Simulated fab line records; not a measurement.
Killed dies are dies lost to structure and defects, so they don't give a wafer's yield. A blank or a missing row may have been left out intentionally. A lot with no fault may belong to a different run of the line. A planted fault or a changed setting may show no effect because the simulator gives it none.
fab line records + flow rit-cmos
record
- lots=14
- wafers=42
- last-day=7
route steps=202 shown PRETRO@69 M1@202
lots with no fault: from the same line, run without faults
start-h: hours from the record's first day to the start of the lot's first wafer shown + wait-h: how many hours have passed since the lot's step before this one + " identical to the entry in the row above + L1.1+2: one row covering several wafers at once + - no value, or no start was given + * or withheld: withheld + < > ~ a bound
route shown NAME@n: NAME is a module with steps in the file, n the number in the route of the first one + usual: mean/standard deviation taken from wafers without a fault + same: alike in all rows + chamber/n: place in a boat + sites: per-site readings + _std_site: the values' standard deviation + _edge_site: outer sites' mean less inner sites' + radius-mm: how far each site lies from the wafer's centre + mask NAME#n: copy n + behind: the tool/chamber that last shaped the wafer + hold: why the lot was held/for how many hours/how that ended + device: transistor that didn't switch, given as n, p or np + end of line: the route-end tests of the same wafers + a step given without rows: its recipe and nothing more + killed: at the first sort, the dies lost to defects and structure; wafer yield is something else + map: a wafer's dies, x killed, . not, _ none there
set.NAME: the setting the step ran with; set.NAME@STEP: the setting that earlier step ran with + model.NAME: the simulator's own value behind a step, which no gauge read
steps of the route over a sample of lots; a table a step, a row a wafer
## steps
# step RIT_PRETRO_DEVELOP_05
# recipe
- resist=NOVOLAK
- develop-time-s=68
- dev-temp-c=23
# usual
- developer-temp-C=22.99/0.11
# same
- develop-time-s=68
| lot.wafer | tool           | chamber | start-h | wait-h | developer-temp-C |
|-----------|----------------|---------|---------|--------|------------------|
| L685.2    | litho-track-03 | 0       | 30      | -      | 23.00            |
| L685.4    | "              | 0       | "       | "      | 23.10            |
| L685.6    | "              | 0       | 31      | -      | 22.85            |
| L686.2    | litho-track-03 | 0       | 38      | -      | 23.03            |
| L686.3    | "              | 0       | "       | "      | 22.99            |
| L686.5    | "              | 0       | "       | "      | 23.03            |
| L687.1    | litho-track-04 | 0       | 41      | -      | 23.20            |
| L687.3    | "              | 0       | "       | "      | 23.09            |
| L687.4    | "              | 0       | "       | "      | 23.12            |
| L689.2    | litho-track-03 | 0       | 50      | -      | 22.34            |
| L689.4    | "              | 0       | "       | "      | 22.18            |
| L689.5    | "              | 0       | "       | "      | 22.21            |
| L692.1    | litho-track-03 | 0       | 65      | -      | 22.10            |
| L692.4    | "              | 0       | "       | "      | 22.08            |
| L692.6    | "              | 0       | "       | "      | 22.01            |
| L694.3    | litho-track-01 | 0       | 75      | -      | 23.14            |
| L694.4    | "              | 0       | "       | "      | 23.11            |
| L694.6    | "              | 0       | "       | "      | 23.11            |
| L696.1    | litho-track-04 | 0       | 87      | -      | 22.96            |
| L696.2    | "              | 0       | "       | "      | 22.84            |
| L696.6    | "              | 0       | "       | "      | 22.76            |
| L697.3    | litho-track-04 | 0       | 91      | -      | 22.97            |
| L697.5    | "              | 0       | "       | "      | 22.88            |
| L697.6    | "              | 0       | "       | "      | 22.92            |
| L698.3    | litho-track-04 | 0       | 96      | -      | 22.87            |
| L698.4    | "              | 0       | "       | "      | 22.81            |
| L698.6    | "              | 0       | "       | "      | 23.04            |
| L703.2    | litho-track-03 | 0       | 121     | -      | 23.06            |
| L703.3    | "              | 0       | "       | "      | 23.19            |
| L703.4    | "              | 0       | "       | "      | 23.13            |
| L704.1    | litho-track-04 | 0       | 126     | -      | 22.87            |
| L704.2    | "              | 0       | "       | "      | 23.01            |
| L704.3    | "              | 0       | "       | "      | 22.96            |
| L706.1    | litho-track-04 | 0       | 136     | -      | 23.10            |
| L706.3    | "              | 0       | "       | "      | 23.09            |
| L706.5    | "              | 0       | "       | "      | 22.98            |
| L707.2    | litho-track-03 | 0       | 141     | -      | 22.93            |
| L707.3    | "              | 0       | "       | "      | 22.93            |
| L707.5    | "              | 0       | "       | "      | 22.78            |
| L708.1    | litho-track-04 | 0       | 145     | -      | 22.92            |
| L708.3    | "              | 0       | "       | "      | 23.05            |
| L708.5    | "              | 0       | "       | "      | 23.00            |
# step RIT_M1_PROBE_99
# usual
- killed_at_M0_to_M3=0.0/0.18
- killed-at-contacts=0.1/0.27
- killed-at-front-end=6.6/3
- killed-dies=7/3
- killed-open=3.3/2
- killed-short=3.4/2
# same
- gross-dies=264
- killed_at_M4_up=0
- killed-at-back-side=0
- killed-at-other=0
| lot.wafer | tool      | chamber | start-h | wait-h | killed_at_M0_to_M3 | killed-at-contacts | killed-at-front-end | killed-dies | killed-open | killed-short |
|-----------|-----------|---------|---------|--------|--------------------|--------------------|---------------------|-------------|-------------|--------------|
| L692.1    | prober-02 | -       | 91.66   | 0.1    | 0                  | 0                  | 6                   | 6           | 3           | 3            |
| L692.4    | prober-02 | -       | 91.81   | 0.2    | 0                  | 0                  | 3                   | 3           | 1           | 2            |
| L692.6    | prober-02 | -       | 91.91   | 0.2    | 0                  | 0                  | 6                   | 6           | 3           | 3            |
| L694.3    | prober-02 | -       | 103.25  | 0.2    | 0                  | 0                  | 9                   | 9           | 2           | 7            |
| L694.4    | prober-02 | -       | 103.30  | 0.2    | 0                  | 0                  | 8                   | 8           | 5           | 3            |
| L694.6    | prober-02 | -       | 103.40  | 0.2    | 0                  | 0                  | 4                   | 4           | 2           | 2            |
| L696.1    | prober-02 | -       | 112.97  | 0.1    | 0                  | 0                  | 11                  | 11          | 7           | 4            |
| L696.2    | prober-02 | -       | 113.02  | 0.1    | 0                  | 0                  | 7                   | 7           | 2           | 5            |
| L696.6    | prober-02 | -       | 113.22  | 0.2    | 0                  | 0                  | 10                  | 10          | 6           | 3            |
| L698.3    | prober-01 | -       | 122.46  | 0.2    | 0                  | 0                  | 8                   | 8           | 4           | 4            |
| L698.4    | prober-01 | -       | 122.51  | 0.2    | 0                  | 0                  | 5                   | 5           | 2           | 3            |
| L698.6    | prober-01 | -       | 122.61  | 0.2    | 0                  | 0                  | 5                   | 5           | 5           | 0            |
| L703.2    | prober-02 | -       | 148.13  | 0.1    | 0                  | 0                  | 10                  | 10          | 2           | 8            |
| L703.3    | prober-02 | -       | 148.18  | 0.2    | 0                  | 0                  | 8                   | 8           | 5           | 3            |
| L703.4    | prober-02 | -       | 148.23  | 0.2    | 0                  | 0                  | 10                  | 10          | 2           | 8            |
# killed by level:class
L692.1 GATE:geometric-particle:open=2 REOX:geometric-particle:short=2 FOX2:geometric-particle:open=1 SPACER:geometric-particle:short=1
L692.4 FOX2:geometric-particle:short=1 GATE:geometric-particle:short=1 SILICIDE:geometric-particle:open=1
L692.6 GATE:geometric-particle:short=3 FOX2:geometric-particle:open=1 GATE:geometric-particle:open=1 REOX:geometric-particle:open=1
L694.3 GATE:geometric-particle:short=4 FOX2:geometric-particle:short=1 GATE:geometric-particle:open=1 REOX:geometric-particle:short=1 REOX:geometric-particle:open=1 SPACER:geometric-particle:short=1
L694.4 FOX1:geometric-particle:open=2 GATE:geometric-particle:short=2 GATE:geometric-particle:open=2 SPACER:geometric-particle:open=1 SILICIDE:geometric-particle:short=1
L694.6 SILICIDE:geometric-particle:open=2 REOX:geometric-particle:short=1 SILICIDE:geometric-particle:short=1
L696.1 GATE:geometric-particle:open=3 FOX2:geometric-particle:open=2 GATE:geometric-particle:short=2 FOX1:geometric-particle:short=1 REOX:geometric-particle:open=1 SPACER:geometric-particle:open=1 SPACER:geometric-particle:short=1
L696.2 SPACER:geometric-particle:short=2 FOX2:geometric-particle:short=1 GATE:geometric-particle:short=1 GATE:geometric-particle:open=1 SPACER:geometric-particle:open=1 SILICIDE:geometric-particle:short=1
L696.6 FOX1:geometric-particle:open=2 GATE:geometric-particle:open=2 GATE:geometric-particle:short=1 REOX:geometric-particle:open=1 REOX:geometric-particle:short=1 SPACER:geometric-particle:short=1 SPACER:geometric-particle:open=1 NWELL:coat-microbubble-printed=1
L698.3 GATE:geometric-particle:short=3 FOX2:geometric-particle:open=1 GATE:geometric-particle:open=1 REOX:geometric-particle:open=1 SPACER:geometric-particle:open=1 SILICIDE:geometric-particle:short=1
L698.4 SILICIDE:geometric-particle:short=2 FOX2:geometric-particle:open=1 GATE:geometric-particle:short=1 SPACER:geometric-particle:open=1
L698.6 FOX2:geometric-particle:open=1 GATE:geometric-particle:open=1 REOX:geometric-particle:open=1 SPACER:geometric-particle:open=1 SILICIDE:geometric-particle:open=1
L703.2 SILICIDE:geometric-particle:short=3 SPACER:geometric-particle:short=2 FOX1:geometric-particle:short=1 FOX2:geometric-particle:short=1 FOX2:geometric-particle:open=1 GATE:geometric-particle:open=1 GATE:geometric-particle:short=1
L703.3 FOX2:geometric-particle:open=2 GATE:geometric-particle:short=2 FOX2:geometric-particle:short=1 GATE:geometric-particle:open=1 REOX:geometric-particle:open=1 SILICIDE:geometric-particle:open=1
L703.4 FOX1:geometric-particle:open=2 FOX2:geometric-particle:short=2 GATE:geometric-particle:short=2 SILICIDE:geometric-particle:short=2 SPACER:geometric-particle:short=1 REOX:geometric-particle:short=1
## key
first-sign
- step=RIT_PRETRO_DEVELOP_05
- reading=developer-temp-C
- direction=down
- sigmas=7.4
- usual=*
- struck=*
effect none on later readings
met-at RIT_PRETRO_DEVELOP_05
struck-lots L689,L692
rows-end L689.2,L689.4,L689.5
tester-left-out L692
onset-between 38 50
fault
- kind=process-parameter-drift
- tool=litho-track-03
- chamber=-
- onset-h=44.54
- steps=RIT_PRETRO_DEVELOP_05
- channel=dev-temp-c
- offset=*
- shape=step
- end-h=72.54
- acts-in=*
- stated=*
# tester-left-out: of these lots the tester's yield and bins aren't shown, on N5 and GAA mostly nor the transistor test; their killed dies are dies lost to structure and defects alone, not to doping, threshold or leakage, so they don't give the yield
# rows-end: these wafers met a further fault down the route, and their rows from its step on are left out
